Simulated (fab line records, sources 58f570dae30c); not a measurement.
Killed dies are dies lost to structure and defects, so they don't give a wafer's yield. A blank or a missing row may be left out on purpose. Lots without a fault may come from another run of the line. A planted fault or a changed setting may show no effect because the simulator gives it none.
Split-lot experiment | flow berkeley_cmos170 | 5 lots, 23 wafers read, on a route of 331 steps

THE SPLIT
At UCB170_NWELL_OXIDATION_01 (target thk 26.4 nm, ox time 1260 s), the setting ox_time_s was moved away from the recipe's 1260 s on 20 of the 23 wafers read, by -10.8% to +9.0%. The other wafers ran this setting at the recipe's value.

The file shows no step between the split and the reading.

THE READING
NWELL_OXIDE_THK, in nm, at UCB170_NWELL_THK_MEAS_02. Fault-free wafers of this fab line usually give 26.4 nm, standard deviation 0.36 nm.

wafer  | tool, chamber at the split | ox_time_s as run, s | against the recipe | NWELL_OXIDE_THK, nm | against lot-mates on the recipe
L074.3 | furnace-02, 0              | 1260                | recipe             | 26.6                | -
L074.4 | furnace-02, 0              | 1260                | recipe             | 26.4                | -
L074.6 | furnace-02, 0              | 1260                | recipe             | 26.4                | -
L076.1 | -, -                       | 1374                | +9.0%              | 27.9                | no lot-mate on the recipe
L076.2 | -, -                       | 1374                | +9.0%              | 28.3                | no lot-mate on the recipe
L076.4 | -, -                       | 1374                | +9.0%              | 28.1                | no lot-mate on the recipe
L076.5 | -, -                       | 1374                | +9.0%              | 28.2                | no lot-mate on the recipe
L076.6 | -, -                       | 1374                | +9.0%              | 28.3                | no lot-mate on the recipe
L080.1 | -, -                       | 1152                | -8.6%              | 25.7                | no lot-mate on the recipe
L080.2 | -, -                       | 1152                | -8.6%              | 24.8                | no lot-mate on the recipe
L080.4 | -, -                       | 1152                | -8.6%              | 24.8                | no lot-mate on the recipe
L080.5 | -, -                       | 1152                | -8.6%              | 24.8                | no lot-mate on the recipe
L080.6 | -, -                       | 1152                | -8.6%              | 25.1                | no lot-mate on the recipe
L081.2 | -, -                       | 1159                | -8.0%              | 25.0                | no lot-mate on the recipe
L081.3 | -, -                       | 1159                | -8.0%              | 24.3                | no lot-mate on the recipe
L081.4 | -, -                       | 1159                | -8.0%              | 24.5                | no lot-mate on the recipe
L081.5 | -, -                       | 1159                | -8.0%              | 25.0                | no lot-mate on the recipe
L081.6 | -, -                       | 1159                | -8.0%              | 24.8                | no lot-mate on the recipe
L082.1 | -, -                       | 1124                | -10.8%             | 24.9                | no lot-mate on the recipe
L082.3 | -, -                       | 1124                | -10.8%             | 24.5                | no lot-mate on the recipe
L082.4 | -, -                       | 1124                | -10.8%             | 24.8                | no lot-mate on the recipe
L082.5 | -, -                       | 1124                | -10.8%             | 24.8                | no lot-mate on the recipe
L082.6 | -, -                       | 1124                | -10.8%             | 24.8                | no lot-mate on the recipe

THE FIT
A straight line over all 23 wafers: NWELL_OXIDE_THK changes by +0.18 nm for each +1% of ox_time_s; r = +0.98; the points scatter about the line by 0.31 nm.
Too few moved wafers have a lot-mate on the recipe to fit a line with each lot's own level taken away.

THE WHOLE CHAIN: every reading that the file lists as answering this split, in the file's order
step                      | what it does                       | reading                                                                            | change (the file's fit)               | r (the file's)
UCB170_NWELL_OXIDATION_01 | target thk 26.4 nm, ox time 1260 s | SiO2_of_NWELL_OXIDATION_01.thk_nm (the simulator's own value, which no gauge read) | +0.181 nm for each +1% of the setting | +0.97
UCB170_NWELL_THK_MEAS_02  |                                    | NWELL_OXIDE_THK                                                                    | +0.18 for each +1% of the setting     | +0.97

THE FILE'S OWN FIT
NWELL_OXIDE_THK changes by +0.18 nm for each +1% of ox_time_s, r = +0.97.
